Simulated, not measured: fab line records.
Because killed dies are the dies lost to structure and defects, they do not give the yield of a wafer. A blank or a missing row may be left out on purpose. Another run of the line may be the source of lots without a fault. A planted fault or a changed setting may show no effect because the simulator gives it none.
Lot-split experiment / flow rit_cmos / 23 wafers read across 5 lots, on a route 202 steps long

== ON THE SPLIT ==
At RIT_ACTIVE_HARDBAKE_12 (time 60 s), the setting temp_c was moved away from the recipe's 140 C on 9 of the 23 wafers read, by -2.7% to +1.6%. All remaining wafers had this setting at the recipe value.

The reading is taken at the split's own step.

== THE READING ==
NOVOLAK_of_ACTIVE_COAT_06.thk_nm (the simulator's own value, which no gauge read), in nm, at RIT_ACTIVE_HARDBAKE_12 (time 60 s). No usual value for it is given in the file. Here, 14 wafers ran the recipe; their average is 883.3 nm with a standard deviation of 2.2 nm.

wafer=L076.1; tool, chamber at the split=litho_track-02, 0; temp_c as run, C=136.3; against the recipe=-2.6%; NOVOLAK_of_ACTIVE_COAT_06.thk_nm, nm=891.1; against lot-mates on the recipe=+8.6
wafer=L076.2; tool, chamber at the split=litho_track-02, 0; temp_c as run, C=140; against the recipe=recipe; NOVOLAK_of_ACTIVE_COAT_06.thk_nm, nm=881; against lot-mates on the recipe=-
wafer=L076.4; tool, chamber at the split=litho_track-02, 0; temp_c as run, C=136.3; against the recipe=-2.6%; NOVOLAK_of_ACTIVE_COAT_06.thk_nm, nm=888.4; against lot-mates on the recipe=+5.9
wafer=L076.5; tool, chamber at the split=litho_track-02, 0; temp_c as run, C=140; against the recipe=recipe; NOVOLAK_of_ACTIVE_COAT_06.thk_nm, nm=883.9; against lot-mates on the recipe=-
wafer=L076.6; tool, chamber at the split=litho_track-02, 0; temp_c as run, C=136.3; against the recipe=-2.6%; NOVOLAK_of_ACTIVE_COAT_06.thk_nm, nm=890.1; against lot-mates on the recipe=+7.6
wafer=L077.2; tool, chamber at the split=litho_track-02, 0; temp_c as run, C=140; against the recipe=recipe; NOVOLAK_of_ACTIVE_COAT_06.thk_nm, nm=885.1; against lot-mates on the recipe=-
wafer=L077.3; tool, chamber at the split=litho_track-02, 0; temp_c as run, C=140; against the recipe=recipe; NOVOLAK_of_ACTIVE_COAT_06.thk_nm, nm=884.9; against lot-mates on the recipe=-
wafer=L077.4; tool, chamber at the split=litho_track-02, 0; temp_c as run, C=140; against the recipe=recipe; NOVOLAK_of_ACTIVE_COAT_06.thk_nm, nm=881.9; against lot-mates on the recipe=-
wafer=L077.5; tool, chamber at the split=litho_track-02, 0; temp_c as run, C=140; against the recipe=recipe; NOVOLAK_of_ACTIVE_COAT_06.thk_nm, nm=883.9; against lot-mates on the recipe=-
wafer=L077.6; tool, chamber at the split=litho_track-02, 0; temp_c as run, C=140; against the recipe=recipe; NOVOLAK_of_ACTIVE_COAT_06.thk_nm, nm=880.9; against lot-mates on the recipe=-
wafer=L079.1; tool, chamber at the split=litho_track-02, 0; temp_c as run, C=140; against the recipe=recipe; NOVOLAK_of_ACTIVE_COAT_06.thk_nm, nm=886.5; against lot-mates on the recipe=-
wafer=L079.3; tool, chamber at the split=litho_track-02, 0; temp_c as run, C=140; against the recipe=recipe; NOVOLAK_of_ACTIVE_COAT_06.thk_nm, nm=887.9; against lot-mates on the recipe=-
wafer=L079.4; tool, chamber at the split=litho_track-02, 0; temp_c as run, C=136.2; against the recipe=-2.7%; NOVOLAK_of_ACTIVE_COAT_06.thk_nm, nm=894.2; against lot-mates on the recipe=+7.0
wafer=L079.5; tool, chamber at the split=litho_track-02, 0; temp_c as run, C=136.2; against the recipe=-2.7%; NOVOLAK_of_ACTIVE_COAT_06.thk_nm, nm=894.2; against lot-mates on the recipe=+7.0
wafer=L079.6; tool, chamber at the split=litho_track-02, 0; temp_c as run, C=136.2; against the recipe=-2.7%; NOVOLAK_of_ACTIVE_COAT_06.thk_nm, nm=893.5; against lot-mates on the recipe=+6.3
wafer=L084.1; tool, chamber at the split=litho_track-02, 0; temp_c as run, C=140; against the recipe=recipe; NOVOLAK_of_ACTIVE_COAT_06.thk_nm, nm=884.3; against lot-mates on the recipe=-
wafer=L084.4; tool, chamber at the split=litho_track-02, 0; temp_c as run, C=140; against the recipe=recipe; NOVOLAK_of_ACTIVE_COAT_06.thk_nm, nm=882.6; against lot-mates on the recipe=-
wafer=L084.5; tool, chamber at the split=litho_track-02, 0; temp_c as run, C=140; against the recipe=recipe; NOVOLAK_of_ACTIVE_COAT_06.thk_nm, nm=881.8; against lot-mates on the recipe=-
wafer=L085.1; tool, chamber at the split=litho_track-02, 0; temp_c as run, C=140; against the recipe=recipe; NOVOLAK_of_ACTIVE_COAT_06.thk_nm, nm=881.4; against lot-mates on the recipe=-
wafer=L085.2; tool, chamber at the split=litho_track-02, 0; temp_c as run, C=142.3; against the recipe=+1.6%; NOVOLAK_of_ACTIVE_COAT_06.thk_nm, nm=879; against lot-mates on the recipe=-1.8
wafer=L085.3; tool, chamber at the split=litho_track-02, 0; temp_c as run, C=140; against the recipe=recipe; NOVOLAK_of_ACTIVE_COAT_06.thk_nm, nm=880.1; against lot-mates on the recipe=-
wafer=L085.5; tool, chamber at the split=litho_track-02, 0; temp_c as run, C=142.3; against the recipe=+1.6%; NOVOLAK_of_ACTIVE_COAT_06.thk_nm, nm=879.2; against lot-mates on the recipe=-1.5
wafer=L085.6; tool, chamber at the split=litho_track-02, 0; temp_c as run, C=142.3; against the recipe=+1.6%; NOVOLAK_of_ACTIVE_COAT_06.thk_nm, nm=879.5; against lot-mates on the recipe=-1.2

FIT RESULTS
A straight line over all 23 wafers: NOVOLAK_of_ACTIVE_COAT_06.thk_nm changes by -3.06 nm for each +1% of temp_c; r = -0.90; the points scatter about the line by 2.2 nm.
The same after taking each lot's own level away (the mean of its wafers on the recipe; 23 wafers): -2.25 nm for each +1%; r = -0.92; scatter 1.4 nm.
According to that fit, moving temp_c by its largest amount changes the reading by 6.1 nm.
Across the lots, their own levels run from 880.75 to 887.20 nm, a range of 2.9 times the standard deviation given above.
Thus the slope moves with the lot-to-lot level: the two fits are different.
Check: for one of the wafers moved furthest among these (-2.7%), held out of the fit, the line's prediction against its lot-mates is +6.61 nm. Against them it came out at +7 nm.

== ADDITIONAL SPLITS CARRIED BY THESE WAFERS ==
Other splits were also applied to these wafers ahead of the reading. Each is held against what the fit with the lots' levels taken away leaves over:
other split on the same wafers=RIT_ACTIVE_EXPOSE_08 dose_mj; wafers away from the commonest value=6; r with NOVOLAK_of_ACTIVE_COAT_06.thk_nm (lot level and that fit taken away)=-0.13

== THE FILE'S OWN FIT ==
NOVOLAK_of_ACTIVE_COAT_06.thk_nm changes by -2.38 nm for each +1% of temp_c, r = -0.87.
